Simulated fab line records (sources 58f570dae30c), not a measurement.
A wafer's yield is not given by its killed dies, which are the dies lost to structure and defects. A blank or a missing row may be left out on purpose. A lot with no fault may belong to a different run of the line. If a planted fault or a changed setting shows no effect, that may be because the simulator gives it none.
What tool caused it? || flow berkeley-cmos170 || 21 wafers from 7 lots sampled at 2 of the route's 331 steps

## WHAT THE GAUGES READ, wafer by wafer
UCB170_V2_BOW_MEAS_03.
{"lot": "L491", "measured": "day 9 12:49", "on": "film-metro-01", "V2_BOW (um)": "49 48 43"}
{"lot": "L492", "measured": "day 9 12:43", "on": "film-metro-02", "V2_BOW (um)": "40 39 24"}
{"lot": "L495", "measured": "day 10 04:01", "on": "film-metro-02", "V2_BOW (um)": "47 49 50"}
{"lot": "L497", "measured": "day 10 13:44", "on": "film-metro-01", "V2_BOW (um)": "42 32 42"}
{"lot": "L499", "measured": "day 11 03:07", "on": "film-metro-03", "V2_BOW (um)": "29 34 36"}
{"lot": "L504", "measured": "day 12 04:59", "on": "film-metro-01", "V2_BOW (um)": "28 35 20"}
{"lot": "L507", "measured": "day 12 16:10", "on": "film-metro-01", "V2_BOW (um)": "42 39 33"}

## EACH LOT AND THE TOOL THAT RAN IT (in order: tool; ch and the chambers of the sampled wafers; start)
{"lot": "L491", "UCB170_PWELL_CLEAN_18": "wet-bench-03 ch 2, day 3 18:19"}
{"lot": "L492", "UCB170_PWELL_CLEAN_18": "wet-bench-03 ch 1, day 4 01:22"}
{"lot": "L495", "UCB170_PWELL_CLEAN_18": "wet-bench-03 ch 0, day 4 10:01"}
{"lot": "L497", "UCB170_PWELL_CLEAN_18": "wet-bench-02 ch 0, day 5 00:16"}
{"lot": "L499", "UCB170_PWELL_CLEAN_18": "wet-bench-04 ch 2, day 5 08:38"}
{"lot": "L504", "UCB170_PWELL_CLEAN_18": "wet-bench-03 ch 3, day 6 17:24"}
{"lot": "L507", "UCB170_PWELL_CLEAN_18": "wet-bench-04 ch 0, day 7 04:38"}
- UCB170_PWELL_CLEAN_18: cleans in SPM, time 600 s.

## THE ANSWER, worked out from the rows above alone
Rule: what is usual is taken from the lots themselves. The widest of any qualifying gaps counts: lots, ordered by their means at a reading, are off when they make up no more than a third of the lots, leave a main group of 4 or more, and stand apart from it by 3 or more times the standard deviation of that group's means. A main group whose means are all the same, to the digits that the tables above print for the reading, isn't used. A lot without any number at a reading at which 4 lots or more have one is off too. Any other lot the step has rows for is counted as sound.
No lot is off on any of the readings shown, so nothing can be concluded from this.

## WHAT WAS PUT IN BY THE SIMULATOR
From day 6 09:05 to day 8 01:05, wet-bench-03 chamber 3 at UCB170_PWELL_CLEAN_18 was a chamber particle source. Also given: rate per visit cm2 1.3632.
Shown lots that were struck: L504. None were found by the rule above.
